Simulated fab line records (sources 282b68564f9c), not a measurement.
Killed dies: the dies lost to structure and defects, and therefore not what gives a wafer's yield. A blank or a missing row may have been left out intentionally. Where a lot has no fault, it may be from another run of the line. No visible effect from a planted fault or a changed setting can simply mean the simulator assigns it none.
fab line records :: flow ritCmos
record:
  lots: 5
  wafers: 15
  lastDay: 7
route steps=202 shown SILICIDE@167 CONTACT@168 M1@202
lots with no fault: from the same line, run without faults
startH: the number of hours between the record's first day and the start of the first shown wafer of the lot :: waitH: time in hours since the lot's previous step :: " same as the row above :: L1.1+2: one row covering several wafers at once :: - no value, or no start given :: * or withheld: withheld :: < > ~ a bound
route shown NAME@n: a module of which the file shows steps, and the number in the route of the first :: usual: average and standard deviation across the fault-free wafers :: same: alike in all rows :: chamber/n: place in a boat :: sites: the reading at each site :: _std_site: standard deviation across them :: _edge_site: mean of outer sites minus mean of inner sites :: radiusMm: how far each site lies from the wafer's centre :: mask NAME#n: copy n :: behind: the tool/chamber that last shaped the wafer :: hold: cause of the lot's hold/its duration in hours/its outcome :: device: the n, p or np transistor that did not switch :: end of line: at the end of the route, the tests of the same wafers :: step lacking rows: just its recipe :: killed: not the wafer's yield, but the dies lost to structure and defects at the first sort :: map: the dies of a wafer, with x for killed, . for not killed, _ for no die there
set.NAME: the setting the step ran with; set.NAME@STEP: the setting that earlier step ran with :: model.NAME: the simulator's own value behind a step, which no gauge read
certain route steps with their lots: each step a table, each wafer a row
services: when a tool's chamber went out of use (startH, in hours from the record's first day, below 0 if earlier), for how many hours, and the reason
== steps ==
step: RIT_SILICIDE_RTA_06
recipe:
  tempC: 750
  timeS: 10
  idleTempC: 25
  rampUpS: 5
  rampDownS: 10
  coolToC: 25
  ambient: N2
usual:
  wafer_temp_C_max: 752.2/0.51
lot.wafer: L926.2
tool: rtpAnneal-01
chamber: 0
startH: 61.82
waitH: 0.0
wafer_temp_C_max: 752.3

lot.wafer: L926.5
tool: rtpAnneal-01
chamber: 0
startH: 61.82
waitH: 0.0
wafer_temp_C_max: 751.9

lot.wafer: L926.6
tool: rtpAnneal-01
chamber: 0
startH: 61.82
waitH: 0.0
wafer_temp_C_max: 752.7

lot.wafer: L929.1
tool: rtpAnneal-02
chamber: 0
startH: 80.01
waitH: 0.0
wafer_temp_C_max: 753.2

lot.wafer: L929.4
tool: rtpAnneal-02
chamber: 0
startH: 80.01
waitH: 0.0
wafer_temp_C_max: 752.2

lot.wafer: L929.6
tool: rtpAnneal-02
chamber: 0
startH: 80.01
waitH: 0.0
wafer_temp_C_max: 752.9

lot.wafer: L938.1
tool: rtpAnneal-01
chamber: 0
startH: 126.67
waitH: 0.0
wafer_temp_C_max: 751.5

lot.wafer: L938.2
tool: rtpAnneal-01
chamber: 0
startH: 126.67
waitH: 0.0
wafer_temp_C_max: 751.6

lot.wafer: L938.3
tool: rtpAnneal-01
chamber: 0
startH: 126.67
waitH: 0.0
wafer_temp_C_max: 751.9

lot.wafer: L940.2
tool: rtpAnneal-01
chamber: 0
startH: 133.43
waitH: 0.0
wafer_temp_C_max: 751.5

lot.wafer: L940.4
tool: rtpAnneal-01
chamber: 0
startH: 133.43
waitH: 0.0
wafer_temp_C_max: 752.0

lot.wafer: L940.5
tool: rtpAnneal-01
chamber: 0
startH: 133.43
waitH: 0.0
wafer_temp_C_max: 751.3

lot.wafer: L947.2
tool: rtpAnneal-02
chamber: 0
startH: 170.13
waitH: 0.0
wafer_temp_C_max: 752.3

lot.wafer: L947.3
tool: rtpAnneal-02
chamber: 0
startH: 170.13
waitH: 0.0
wafer_temp_C_max: 752.5

lot.wafer: L947.4
tool: rtpAnneal-02
chamber: 0
startH: 170.13
waitH: 0.0
wafer_temp_C_max: 752.9
step: RIT_CONTACT_CVD_00
recipe:
  material: SiO2
  targetThkNm: 400
  precursor: TEOS
  tempC: 390
  timeS: 61
  rfW: 400
usual:
  heaterPowerW: 334/43
  susceptorTempC: 390.02/0.23
lot.wafer: L926.2
tool: pecvd-04
chamber: 1
startH: 61.87
waitH: 0.0
heaterPowerW: 296
susceptorTempC: 390.31

lot.wafer: L926.5
tool: pecvd-04
chamber: 1
startH: 61.87
waitH: 0.0
heaterPowerW: 322
susceptorTempC: 389.91

lot.wafer: L926.6
tool: pecvd-04
chamber: 0
startH: 61.87
waitH: 0.0
heaterPowerW: 270
susceptorTempC: 390.19

lot.wafer: L929.1
tool: pecvd-04
chamber: 2
startH: 80.07
waitH: 0.1
heaterPowerW: 410
susceptorTempC: 389.44

lot.wafer: L929.4
tool: pecvd-04
chamber: 0
startH: 80.07
waitH: 0.1
heaterPowerW: 308
susceptorTempC: 389.84

lot.wafer: L929.6
tool: pecvd-04
chamber: 2
startH: 80.07
waitH: 0.1
heaterPowerW: 408
susceptorTempC: 389.95

lot.wafer: L938.1
tool: pecvd-04
chamber: 1
startH: 126.73
waitH: 0.1
heaterPowerW: 287
susceptorTempC: 390.21

lot.wafer: L938.2
tool: pecvd-04
chamber: 2
startH: 126.73
waitH: 0.1
heaterPowerW: 415
susceptorTempC: 389.90

lot.wafer: L938.3
tool: pecvd-04
chamber: 0
startH: 126.73
waitH: 0.1
heaterPowerW: 358
susceptorTempC: 389.89

lot.wafer: L940.2
tool: pecvd-02
chamber: 0
startH: 133.48
waitH: 0.0
heaterPowerW: 306
susceptorTempC: 389.99

lot.wafer: L940.4
tool: pecvd-02
chamber: 0
startH: 133.48
waitH: 0.0
heaterPowerW: 324
susceptorTempC: 389.70

lot.wafer: L940.5
tool: pecvd-02
chamber: 2
startH: 133.48
waitH: 0.0
heaterPowerW: 298
susceptorTempC: 390.14

lot.wafer: L947.2
tool: pecvd-04
chamber: 2
startH: 170.19
waitH: 0.0
heaterPowerW: 332
susceptorTempC: 389.90

lot.wafer: L947.3
tool: pecvd-04
chamber: 1
startH: 170.19
waitH: 0.0
heaterPowerW: 274
susceptorTempC: 389.85

lot.wafer: L947.4
tool: pecvd-04
chamber: 2
startH: 170.19
waitH: 0.0
heaterPowerW: 353
susceptorTempC: 390.43
step: RIT_CONTACT_THK_MEAS_01
recipe:
  reads: SiO2_of_CONTACT_CVD_00
usual:
  CONTACT_TEOS_THK: 400/5
lot.wafer: L926.2
tool: filmMetro-03
chamber: -
startH: 61.94
waitH: 0.0
CONTACT_TEOS_THK[nm]: 395

lot.wafer: L926.5
tool: filmMetro-03
chamber: -
startH: 61.94
waitH: 0.0
CONTACT_TEOS_THK[nm]: 399

lot.wafer: L926.6
tool: filmMetro-03
chamber: -
startH: 61.94
waitH: 0.0
CONTACT_TEOS_THK[nm]: 401

lot.wafer: L929.1
tool: filmMetro-04
chamber: -
startH: 80.12
waitH: 0.0
CONTACT_TEOS_THK[nm]: 400

lot.wafer: L929.4
tool: filmMetro-04
chamber: -
startH: 80.12
waitH: 0.0
CONTACT_TEOS_THK[nm]: 402

lot.wafer: L929.6
tool: filmMetro-04
chamber: -
startH: 80.12
waitH: 0.0
CONTACT_TEOS_THK[nm]: 409

lot.wafer: L938.1
tool: filmMetro-04
chamber: -
startH: 126.79
waitH: 0.0
CONTACT_TEOS_THK[nm]: 397

lot.wafer: L938.2
tool: filmMetro-04
chamber: -
startH: 126.79
waitH: 0.0
CONTACT_TEOS_THK[nm]: 393

lot.wafer: L938.3
tool: filmMetro-04
chamber: -
startH: 126.79
waitH: 0.0
CONTACT_TEOS_THK[nm]: 394

lot.wafer: L940.2
tool: filmMetro-04
chamber: -
startH: 133.54
waitH: 0.0
CONTACT_TEOS_THK[nm]: 401

lot.wafer: L940.4
tool: filmMetro-04
chamber: -
startH: 133.54
waitH: 0.0
CONTACT_TEOS_THK[nm]: 405

lot.wafer: L940.5
tool: filmMetro-04
chamber: -
startH: 133.54
waitH: 0.0
CONTACT_TEOS_THK[nm]: 407

lot.wafer: L947.2
tool: filmMetro-03
chamber: -
startH: 170.25
waitH: 0.0
CONTACT_TEOS_THK[nm]: 390

lot.wafer: L947.3
tool: filmMetro-03
chamber: -
startH: 170.25
waitH: 0.0
CONTACT_TEOS_THK[nm]: 401

lot.wafer: L947.4
tool: filmMetro-03
chamber: -
startH: 170.25
waitH: 0.0
CONTACT_TEOS_THK[nm]: 401
step: RIT_CONTACT_HMDS_02
recipe:
  primeTimeS: 60
  primeTempC: 140
step: RIT_CONTACT_COAT_03
recipe:
  resist: NOVOLAK
  spinRpm: 3250
  resistThkNm: 1000
step: RIT_CONTACT_SOFTBAKE_04
recipe:
  resist: NOVOLAK
  tempC: 90
  timeS: 60
step: RIT_CONTACT_EXPOSE_05
recipe:
  maskId: M11
  na: 0.6
  sourceShape: conventional
  sigmaOuter: 0.5
  targetCdNm: 1000
  doseMj: 250
step: RIT_CONTACT_PEB_06
recipe:
  resist: NOVOLAK
  tempC: withheld
  timeS: withheld
step: RIT_CONTACT_DEVELOP_07
recipe:
  resist: NOVOLAK
  developTimeS: 120
  devTempC: 23
step: RIT_CONTACT_CD_MEAS_08
recipe:
  targetCdNm: 1000
usual:
  cdNm: 1000.2/2
lot.wafer: L926.2
tool: cdSem-02
chamber: -
startH: 62.97
waitH: -
cdNm: 1003.1

lot.wafer: L926.5
tool: cdSem-02
chamber: -
startH: 62.97
waitH: -
cdNm: 1002.5

lot.wafer: L926.6
tool: cdSem-02
chamber: -
startH: 62.97
waitH: -
cdNm: 1004.0

lot.wafer: L929.1
tool: cdSem-02
chamber: -
startH: 81.15
waitH: -
cdNm: 1000.3

lot.wafer: L929.4
tool: cdSem-02
chamber: -
startH: 81.15
waitH: -
cdNm: 1001.0

lot.wafer: L929.6
tool: cdSem-02
chamber: -
startH: 81.15
waitH: -
cdNm: 1000.4

lot.wafer: L938.1
tool: cdSem-01
chamber: -
startH: 127.88
waitH: -
cdNm: 999.0

lot.wafer: L938.2
tool: cdSem-01
chamber: -
startH: 127.88
waitH: -
cdNm: 998.0

lot.wafer: L938.3
tool: cdSem-01
chamber: -
startH: 127.88
waitH: -
cdNm: 999.6

lot.wafer: L940.2
tool: cdSem-02
chamber: -
startH: 134.60
waitH: -
cdNm: 1001.8

lot.wafer: L940.4
tool: cdSem-02
chamber: -
startH: 134.60
waitH: -
cdNm: 1001.5

lot.wafer: L940.5
tool: cdSem-02
chamber: -
startH: 134.60
waitH: -
cdNm: 1001.2

lot.wafer: L947.2
tool: cdSem-02
chamber: -
startH: 171.29
waitH: -
cdNm: 1000.7

lot.wafer: L947.3
tool: cdSem-02
chamber: -
startH: 171.29
waitH: -
cdNm: 1003.1

lot.wafer: L947.4
tool: cdSem-02
chamber: -
startH: 171.29
waitH: -
cdNm: 1001.2
step: RIT_CONTACT_OVL_MEAS_09
usual:
  CONTACT_OVL: -0.1/1
lot.wafer: L926.2
tool: overlay-02
chamber: -
startH: 63.08
waitH: 0.1
CONTACT_OVL[nm]: -1.1

lot.wafer: L926.5
tool: overlay-02
chamber: -
startH: 63.08
waitH: 0.1
CONTACT_OVL[nm]: 0.3

lot.wafer: L926.6
tool: overlay-02
chamber: -
startH: 63.08
waitH: 0.1
CONTACT_OVL[nm]: -0.5

lot.wafer: L929.1
tool: overlay-02
chamber: -
startH: 81.27
waitH: 0.1
CONTACT_OVL[nm]: -0.3

lot.wafer: L929.4
tool: overlay-02
chamber: -
startH: 81.27
waitH: 0.1
CONTACT_OVL[nm]: -0.6

lot.wafer: L929.6
tool: overlay-02
chamber: -
startH: 81.27
waitH: 0.1
CONTACT_OVL[nm]: 1.2

lot.wafer: L938.1
tool: overlay-01
chamber: -
startH: 128.00
waitH: 0.1
CONTACT_OVL[nm]: -1.0

lot.wafer: L938.2
tool: overlay-01
chamber: -
startH: 128.00
waitH: 0.1
CONTACT_OVL[nm]: -1.3

lot.wafer: L938.3
tool: overlay-01
chamber: -
startH: 128.00
waitH: 0.1
CONTACT_OVL[nm]: -0.8

lot.wafer: L940.2
tool: overlay-01
chamber: -
startH: 134.71
waitH: 0.1
CONTACT_OVL[nm]: -1.8

lot.wafer: L940.4
tool: overlay-01
chamber: -
startH: 134.71
waitH: 0.1
CONTACT_OVL[nm]: -1.5

lot.wafer: L940.5
tool: overlay-01
chamber: -
startH: 134.71
waitH: 0.1
CONTACT_OVL[nm]: -1.2

lot.wafer: L947.2
tool: overlay-02
chamber: -
startH: 171.39
waitH: 0.1
CONTACT_OVL[nm]: -1.7

lot.wafer: L947.3
tool: overlay-02
chamber: -
startH: 171.39
waitH: 0.1
CONTACT_OVL[nm]: -1.3

lot.wafer: L947.4
tool: overlay-02
chamber: -
startH: 171.39
waitH: 0.1
CONTACT_OVL[nm]: -0.8
step: RIT_CONTACT_HARDBAKE_10
recipe:
  resist: NOVOLAK
  tempC: 140
  timeS: 60
step: RIT_CONTACT_ETCH_11
recipe:
  targetDepthA: 4800
  overEtchFrac: 0.2
  stopOn: TiSi2
  chemistry: CHF3/CF4/Ar
  target: SiO2
  CHF3_flow_sccm: 50
  cf4FlowSccm: 10
  Ar_flow_sccm: 100
  O2_flow_sccm: 5
  pressureMtorr: 100
  rfW: 200
  timeS: 320
usual:
  O2_flow_sccm: 5.003/0.015
  cf4FlowSccm: 10.001/0.03
  drypumpMotorCurrentA: 5.5/0.47
  oesProductAu: 0.991/0.01
  throttleValvePct: 8.87/0.13
lot.wafer: L926.2
tool: rieDiel-02
chamber: 2
startH: 63.26
waitH: 0.1
O2_flow_sccm: 4.985
cf4FlowSccm: 10.036
drypumpMotorCurrentA: 5.9
oesProductAu: 0.987
rfHoursCounterH: 5
throttleValvePct: 8.78
model.NOVOLAK_of_CONTACT_COAT_03.thkNm: 772.7

lot.wafer: L926.5
tool: rieDiel-02
chamber: 1
startH: 63.26
waitH: 0.1
O2_flow_sccm: 5.011
cf4FlowSccm: 9.986
drypumpMotorCurrentA: 5.3
oesProductAu: 0.972
rfHoursCounterH: -
throttleValvePct: 8.77
model.NOVOLAK_of_CONTACT_COAT_03.thkNm: 770.9

lot.wafer: L926.6
tool: rieDiel-02
chamber: 2
startH: 63.26
waitH: 0.1
O2_flow_sccm: 5.031
cf4FlowSccm: 10.014
drypumpMotorCurrentA: 5.9
oesProductAu: 0.972
rfHoursCounterH: -
throttleValvePct: 8.76
model.NOVOLAK_of_CONTACT_COAT_03.thkNm: 771.7

lot.wafer: L929.1
tool: rieDiel-03
chamber: 0
startH: 81.46
waitH: 0.1
O2_flow_sccm: 5.003
cf4FlowSccm: 9.976
drypumpMotorCurrentA: 6.0
oesProductAu: 0.976
rfHoursCounterH: 44
throttleValvePct: 8.93
model.NOVOLAK_of_CONTACT_COAT_03.thkNm: 773.8

lot.wafer: L929.4
tool: rieDiel-03
chamber: 1
startH: 81.46
waitH: 0.1
O2_flow_sccm: 4.984
cf4FlowSccm: 9.996
drypumpMotorCurrentA: 5.3
oesProductAu: 1.000
rfHoursCounterH: 19
throttleValvePct: 9.03
model.NOVOLAK_of_CONTACT_COAT_03.thkNm: 769.1

lot.wafer: L929.6
tool: rieDiel-03
chamber: 0
startH: 81.46
waitH: 0.1
O2_flow_sccm: 5.007
cf4FlowSccm: 9.979
drypumpMotorCurrentA: 6.0
oesProductAu: 0.982
rfHoursCounterH: -
throttleValvePct: 8.91
model.NOVOLAK_of_CONTACT_COAT_03.thkNm: 772

lot.wafer: L938.1
tool: rieDiel-03
chamber: 1
startH: 128.18
waitH: 0.1
O2_flow_sccm: 5.007
cf4FlowSccm: 10.045
drypumpMotorCurrentA: 5.3
oesProductAu: 0.995
rfHoursCounterH: 20
throttleValvePct: 9.02
model.NOVOLAK_of_CONTACT_COAT_03.thkNm: 768.3

lot.wafer: L938.2
tool: rieDiel-03
chamber: 2
startH: 128.18
waitH: 0.1
O2_flow_sccm: 4.993
cf4FlowSccm: 9.955
drypumpMotorCurrentA: 5.6
oesProductAu: 0.991
rfHoursCounterH: 4
throttleValvePct: 8.84
model.NOVOLAK_of_CONTACT_COAT_03.thkNm: 766.5

lot.wafer: L938.3
tool: rieDiel-03
chamber: 0
startH: 128.18
waitH: 0.1
O2_flow_sccm: 5.017
cf4FlowSccm: 10.024
drypumpMotorCurrentA: 6.0
oesProductAu: 0.978
rfHoursCounterH: 44
throttleValvePct: 8.93
model.NOVOLAK_of_CONTACT_COAT_03.thkNm: 763

lot.wafer: L940.2
tool: rieDiel-01
chamber: 2
startH: 134.89
waitH: 0.1
O2_flow_sccm: 5.005
cf4FlowSccm: 9.990
drypumpMotorCurrentA: 5.7
oesProductAu: 0.991
rfHoursCounterH: 7
throttleValvePct: 8.68
model.NOVOLAK_of_CONTACT_COAT_03.thkNm: 769.2

lot.wafer: L940.4
tool: rieDiel-01
chamber: 1
startH: 134.89
waitH: 0.1
O2_flow_sccm: 5.012
cf4FlowSccm: 10.038
drypumpMotorCurrentA: 5.2
oesProductAu: 0.983
rfHoursCounterH: -
throttleValvePct: 8.82
model.NOVOLAK_of_CONTACT_COAT_03.thkNm: 770.4

lot.wafer: L940.5
tool: rieDiel-01
chamber: 0
startH: 134.89
waitH: 0.1
O2_flow_sccm: 4.998
cf4FlowSccm: 9.995
drypumpMotorCurrentA: 4.7
oesProductAu: 1.010
rfHoursCounterH: -
throttleValvePct: 9.06
model.NOVOLAK_of_CONTACT_COAT_03.thkNm: 770.8

lot.wafer: L947.2
tool: rieDiel-02
chamber: 3
startH: 171.57
waitH: 0.1
O2_flow_sccm: 5.017
cf4FlowSccm: 9.997
drypumpMotorCurrentA: 6.2
oesProductAu: 0.985
rfHoursCounterH: 44
throttleValvePct: 8.94
model.NOVOLAK_of_CONTACT_COAT_03.thkNm: 772.7

lot.wafer: L947.3
tool: rieDiel-02
chamber: 0
startH: 171.57
waitH: 0.1
O2_flow_sccm: 4.964
cf4FlowSccm: 9.987
drypumpMotorCurrentA: 6.2
oesProductAu: 0.980
rfHoursCounterH: 14
throttleValvePct: 8.89
model.NOVOLAK_of_CONTACT_COAT_03.thkNm: 773

lot.wafer: L947.4
tool: rieDiel-02
chamber: 2
startH: 171.57
waitH: 0.1
O2_flow_sccm: 4.992
cf4FlowSccm: 10.013
drypumpMotorCurrentA: 6.0
oesProductAu: 0.985
rfHoursCounterH: 7
throttleValvePct: 8.76
model.NOVOLAK_of_CONTACT_COAT_03.thkNm: 772.7
step: RIT_CONTACT_STRIP_12
recipe:
  chemistry: O2
  timeS: 180
  resist: NOVOLAK
  platenTempC: withheld
  powerW: 500
  pressureMtorr: 4000
  o2FlowSccm: 4000
usual:
  drypumpMotorCurrentA: 5.70/0.3
lot.wafer: L926.2
tool: plasmaAsher-04
chamber: 0
startH: 63.45
waitH: 0.1
drypumpMotorCurrentA: 5.74
rfHoursCounterH: 41

lot.wafer: L926.5
tool: plasmaAsher-04
chamber: 1
startH: 63.45
waitH: 0.1
drypumpMotorCurrentA: 6.22
rfHoursCounterH: -

lot.wafer: L926.6
tool: plasmaAsher-04
chamber: 0
startH: 63.45
waitH: 0.1
drypumpMotorCurrentA: 5.73
rfHoursCounterH: -

lot.wafer: L929.1
tool: plasmaAsher-02
chamber: 0
startH: 81.65
waitH: 0.1
drypumpMotorCurrentA: 5.87
rfHoursCounterH: 45

lot.wafer: L929.4
tool: plasmaAsher-02
chamber: 1
startH: 81.65
waitH: 0.1
drypumpMotorCurrentA: 5.85
rfHoursCounterH: -

lot.wafer: L929.6
tool: plasmaAsher-02
chamber: 1
startH: 81.65
waitH: 0.1
drypumpMotorCurrentA: 5.84
rfHoursCounterH: -

lot.wafer: L938.1
tool: plasmaAsher-03
chamber: 1
startH: 128.38
waitH: 0.1
drypumpMotorCurrentA: 5.17
rfHoursCounterH: 47

lot.wafer: L938.2
tool: plasmaAsher-03
chamber: 0
startH: 128.38
waitH: 0.1
drypumpMotorCurrentA: 5.53
rfHoursCounterH: 47

lot.wafer: L938.3
tool: plasmaAsher-03
chamber: 1
startH: 128.38
waitH: 0.1
drypumpMotorCurrentA: 5.19
rfHoursCounterH: -

lot.wafer: L940.2
tool: plasmaAsher-02
chamber: 0
startH: 135.08
waitH: 0.1
drypumpMotorCurrentA: 5.82
rfHoursCounterH: 52

lot.wafer: L940.4
tool: plasmaAsher-02
chamber: 1
startH: 135.08
waitH: 0.1
drypumpMotorCurrentA: 5.88
rfHoursCounterH: -

lot.wafer: L940.5
tool: plasmaAsher-02
chamber: 1
startH: 135.08
waitH: 0.1
drypumpMotorCurrentA: 5.87
rfHoursCounterH: -

lot.wafer: L947.2
tool: plasmaAsher-03
chamber: 0
startH: 171.77
waitH: 0.1
drypumpMotorCurrentA: 5.53
rfHoursCounterH: 52

lot.wafer: L947.3
tool: plasmaAsher-03
chamber: 0
startH: 171.77
waitH: 0.1
drypumpMotorCurrentA: 5.54
rfHoursCounterH: -

lot.wafer: L947.4
tool: plasmaAsher-03
chamber: 1
startH: 171.77
waitH: 0.1
drypumpMotorCurrentA: 5.19
rfHoursCounterH: -
step: RIT_M1_PROBE_99
usual:
  killedAtContacts: 0.1/0.3
  killedAtFrontEnd: 6.9/2.9
  killedDies: 7.0/2.9
  killedOpen: 3.3/2
  killedShort: 3.7/2
same:
  grossDies: 264
  killed_at_M0_to_M3: 0
  killed_at_M4_up: 0
  killedAtBackSide: 0
  killedAtOther: 0
lot.wafer: L929.1
tool: prober-02
chamber: -
startH: 86.31
waitH: 0.1
killedAtContacts: 0
killedAtFrontEnd: 7
killedDies: 7
killedOpen: 3
killedShort: 4

lot.wafer: L929.4
tool: prober-02
chamber: -
startH: 86.46
waitH: 0.2
killedAtContacts: 0
killedAtFrontEnd: 7
killedDies: 7
killedOpen: 6
killedShort: 1

lot.wafer: L929.6
tool: prober-02
chamber: -
startH: 86.56
waitH: 0.2
killedAtContacts: 0
killedAtFrontEnd: 4
killedDies: 4
killedOpen: 1
killedShort: 3

lot.wafer: L938.1
tool: prober-02
chamber: -
startH: 133.21
waitH: 0.1
killedAtContacts: 0
killedAtFrontEnd: 4
killedDies: 4
killedOpen: 2
killedShort: 2

lot.wafer: L938.2
tool: prober-02
chamber: -
startH: 133.26
waitH: 0.1
killedAtContacts: 0
killedAtFrontEnd: 5
killedDies: 5
killedOpen: 3
killedShort: 2

lot.wafer: L938.3
tool: prober-02
chamber: -
startH: 133.31
waitH: 0.2
killedAtContacts: 1
killedAtFrontEnd: 6
killedDies: 7
killedOpen: 3
killedShort: 4

lot.wafer: L940.2
tool: prober-02
chamber: -
startH: 139.83
waitH: 0.1
killedAtContacts: 0
killedAtFrontEnd: 8
killedDies: 8
killedOpen: 3
killedShort: 5

lot.wafer: L940.4
tool: prober-02
chamber: -
startH: 139.93
waitH: 0.2
killedAtContacts: 0
killedAtFrontEnd: 6
killedDies: 6
killedOpen: 2
killedShort: 4

lot.wafer: L940.5
tool: prober-02
chamber: -
startH: 139.98
waitH: 0.2
killedAtContacts: 1
killedAtFrontEnd: 1
killedDies: 2
killedOpen: 1
killedShort: 1
killed by level:class
L929.1 GATE:geometricParticle:short=3 SPACER:geometricParticle:open=2 FOX1:geometricParticle:open=1 SILICIDE:geometricParticle:short=1
L929.4 GATE:geometricParticle:open=4 FOX1:geometricParticle:open=1 GATE:geometricParticle:short=1 REOX:geometricParticle:open=1
L929.6 FOX2:geometricParticle:short=1 GATE:geometricParticle:short=1 REOX:geometricParticle:short=1 SPACER:geometricParticle:open=1
L938.1 FOX1:geometricParticle:short=1 FOX1:geometricParticle:open=1 FOX2:geometricParticle:short=1 SPACER:geometricParticle:open=1
L938.2 GATE:geometricParticle:short=2 GATE:geometricParticle:open=2 SPACER:geometricParticle:open=1
L938.3 FOX2:geometricParticle:open=2 FOX1:geometricParticle:short=1 FOX2:geometricParticle:short=1 GATE:geometricParticle:open=1 REOX:geometricParticle:short=1 CONTACT:geometricParticle:short=1
L940.2 GATE:geometricParticle:short=2 FOX1:geometricParticle:open=1 FOX2:geometricParticle:short=1 FOX2:geometricParticle:open=1 GATE:geometricParticle:open=1 SPACER:geometricParticle:short=1 SILICIDE:geometricParticle:short=1
L940.4 GATE:geometricParticle:short=2 FOX2:geometricParticle:short=1 FOX2:geometricParticle:open=1 SILICIDE:geometricParticle:short=1 SILICIDE:geometricParticle:open=1
L940.5 FOX2:geometricParticle:short=1 CONTACT:geometricParticle:open=1
== services ==
tool: plasmaAsher-04
chamber: -
startH: 43.96
hours: 1.8
kind: repair

tool: plasmaAsher-02
chamber: -
startH: 46.64
hours: 0.4
kind: repair

tool: rieDiel-01
chamber: -
startH: 57.16
hours: 2.8
kind: pm

tool: rieDiel-02
chamber: 3
startH: 87.01
hours: 1.5
kind: repair

tool: rieDiel-03
chamber: 3
startH: 90.54
hours: -
kind: clean

tool: rieDiel-03
chamber: 3
startH: 90.54
hours: 23.7
kind: scheduledDown

tool: rieDiel-03
chamber: 3
startH: 90.54
hours: 23.7
kind: ventCycle

tool: rieDiel-03
chamber: -
startH: 94.00
hours: 14.6
kind: pm

tool: rieDiel-01
chamber: 0
startH: 94.53
hours: -
kind: clean

tool: rieDiel-01
chamber: 0
startH: 94.53
hours: 21.7
kind: scheduledDown

tool: rieDiel-01
chamber: 0
startH: 94.53
hours: 21.7
kind: ventCycle

tool: plasmaAsher-04
chamber: -
startH: 100.62
hours: 2.8
kind: pm

tool: plasmaAsher-02
chamber: -
startH: 103.31
hours: 2.4
kind: repair

tool: plasmaAsher-04
chamber: -
startH: 108.75
hours: 9.0
kind: pm

tool: plasmaAsher-04
chamber: 0
startH: 108.75
hours: 9.0
kind: ventCycle

tool: plasmaAsher-04
chamber: -
startH: 126.64
hours: 2.2
kind: repair

tool: rieDiel-01
chamber: 3
startH: 134.77
hours: 19.6
kind: repair

tool: rtpAnneal-02
chamber: -
startH: 144.59
hours: 0.8
kind: pm

tool: rieDiel-01
chamber: 2
startH: 146.90
hours: 9.8
kind: repair

tool: pecvd-04
chamber: -
startH: 153.20
hours: 0.6
kind: repair

tool: rieDiel-03
chamber: 2
startH: 153.87
hours: 3.2
kind: repair

tool: plasmaAsher-04
chamber: -
startH: 166.23
hours: 7.6
kind: repair

tool: plasmaAsher-03
chamber: -
startH: 166.43
hours: 3.4
kind: repair

tool: rieDiel-03
chamber: 1
startH: 168.19
hours: 4.3
kind: repair
== key ==
firstSign none at tools or gauges
modelEffect:
  step: RIT_CONTACT_ETCH_11
  value: NOVOLAK_of_CONTACT_COAT_03.thkNm
  without: 769.4
  struck: 763
metAt RIT_CONTACT_ETCH_11
struckWafers L938.3
testerLeftOut L938
onsetBetween 81.46 128.18
fault:
  kind: processParameterDrift
  tool: rieDiel-03
  chamber: 0
  onsetH: 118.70
  steps: RIT_CONTACT_ETCH_11
  channel: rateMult
  offset: 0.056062
  shape: step
  endH: 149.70
testerLeftOut: of these lots the tester's yield and bins aren't shown, on N5 and GAA mostly nor the transistor test; their killed dies are dies lost to structure and defects alone, not to doping, threshold or leakage, so they don't give the yield
